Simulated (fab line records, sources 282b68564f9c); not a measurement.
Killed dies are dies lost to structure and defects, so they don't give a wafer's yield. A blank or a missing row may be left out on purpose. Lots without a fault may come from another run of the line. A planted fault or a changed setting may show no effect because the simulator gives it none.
Which tool did it? | flow rit_cmos | 7 lots, 21 wafers sampled, at 2 steps of a route of 202

WHAT THE GAUGES READ, wafer by wafer
RIT_CONTACT_THK_MEAS_01.
lot  | measured    | on            | CONTACT_TEOS_THK (nm)
L866 | day 3 10:47 | film_metro-04 | 397 402 403
L868 | day 3 18:03 | film_metro-03 | 398 410 406
L870 | day 4 06:41 | film_metro-04 | 401 399 413
L876 | day 5 15:52 | film_metro-03 | 385 409 405
L881 | day 6 13:07 | film_metro-04 | 392 393 401
L883 | day 7 04:48 | film_metro-01 | 402 405 410
L888 | day 8 02:13 | film_metro-04 | 397 392 405

WHICH TOOL RAN EACH LOT (tool, then ch and the chambers of the sampled wafers, then the start)
lot  | RIT_CONTACT_CVD_00
L866 | pecvd-01 ch 1,2, day 3 10:43
L868 | pecvd-02 ch 0,1,2, day 3 17:59
L870 | pecvd-03 ch 0,1,2, day 4 06:38
L876 | pecvd-03 ch 0,1,2, day 5 15:49
L881 | pecvd-01 ch 0,1,2, day 6 13:04
L883 | pecvd-01 ch 1,2, day 7 04:44
L888 | pecvd-01 ch 1,2, day 8 02:10
- RIT_CONTACT_CVD_00: deposits SiO2 from TEOS, target thk 400 nm, time 61 s.

THE ANSWER, worked out from the rows above alone
Rule: what is usual is taken from the lots themselves. Put in order of their means at a reading, lots are off if they are a third of the lots or fewer, leave a main group of 4 or more, and stand apart from it by a gap of 3 or more times the standard deviation of the main group's means; of several such gaps the widest counts. A main group whose means are all the same, to the digits that the tables above print for the reading, isn't used. A lot without any number at a reading at which 4 lots or more have one is off too. The other lots that the step has rows for count as sound.
No lot is off at any reading shown: from this, nothing can be told.

WHAT THE SIMULATOR HAD PUT IN
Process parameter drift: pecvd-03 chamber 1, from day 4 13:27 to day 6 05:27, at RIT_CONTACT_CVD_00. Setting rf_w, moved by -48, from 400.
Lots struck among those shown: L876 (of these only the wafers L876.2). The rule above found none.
